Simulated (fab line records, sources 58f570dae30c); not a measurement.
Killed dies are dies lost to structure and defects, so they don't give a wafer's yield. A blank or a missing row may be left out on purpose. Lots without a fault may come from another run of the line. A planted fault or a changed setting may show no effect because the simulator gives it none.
Chamber matching | flow berkeley_cmos170 | UCB170_V1_CMP_02 on cmp-01: 4 sister chambers
The step polishes SiO2. 14 wafers are shown with their chamber, then 7 later ones without.

WAFERS WITH THEIR CHAMBER
wafer  | chamber | edge_zone_pressure_frac | motor_current_A (A)
L497.1 | 2       | 1.007                   | 15.7
L497.3 | 0       | 1.010                   | 13.8
L497.5 | 3       | 1.005                   | 15.1
L496.3 | 3       | 1.001                   | 13.7
L496.4 | 2       | 1.006                   | 14.5
L496.6 | 1       | 0.997                   | 14.9
L495.1 | 0       | 1.011                   | 14.6
L495.3 | 3       | 1.007                   | 14.6
L495.5 | 0       | 1.000                   | 14.5
L498.1 | 2       | 1.003                   | 14.9
L498.3 | 0       | 0.993                   | 14.0
L498.5 | 1       | 0.987                   | 14.2
L510.2 | 1       | 0.998                   | 14.3
L510.5 | 3       | 1.000                   | 14.7

SIGNATURES (means of the wafers above)
reading                 | chamber 0 | chamber 1 | chamber 2 | chamber 3 | scatter within a chamber
edge_zone_pressure_frac | 1.00350   | 0.99400   | 1.00533   | 1.00325   | 0.0058
motor_current_A         | 14.225    | 14.467    | 15.033    | 14.525    | 0.503
Rule: a wafer's distance from a chamber is the root of the sum, over the readings, of the square of ((its reading less the chamber's mean) divided by the reading's scatter). The wafer belongs to the nearest chamber; if the next one is less than 2 further off, it can't be placed. The scatter: the root of (the sum of the squares of (reading less its chamber's mean) over the shown wafers, divided by (wafers less chambers)).

WAFERS WITHOUT THEIR CHAMBER
wafer  | edge_zone_pressure_frac | motor_current_A (A)
L510.6 | 1.001                   | 15.4
L509.1 | 1.005                   | 14.8
L509.3 | 1.000                   | 14.3
L509.4 | 1.006                   | 13.8
L514.3 | 0.997                   | 14.0
L514.4 | 1.002                   | 15.0
L514.5 | 1.005                   | 14.6

WHICH CHAMBER EACH WENT THROUGH
wafer  | from the rows above               | in truth
L510.6 | can't be placed: 2 or 3 or 1 or 0 | 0
L509.1 | can't be placed: 2 or 3 or 0 or 1 | 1
L509.3 | can't be placed: 0 or 3 or 1 or 2 | 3
L509.4 | can't be placed: 0 or 3 or 2 or 1 | 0
L514.3 | can't be placed: 1 or 0 or 3 or 2 | 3
L514.4 | can't be placed: 2 or 3 or 0 or 1 | 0
L514.5 | can't be placed: 3 or 0 or 2 or 1 | 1
Placed correctly: 0 of 7. Can't be placed from these rows: 7 (the true chamber is among the candidates in 7). Placed wrongly: 0.
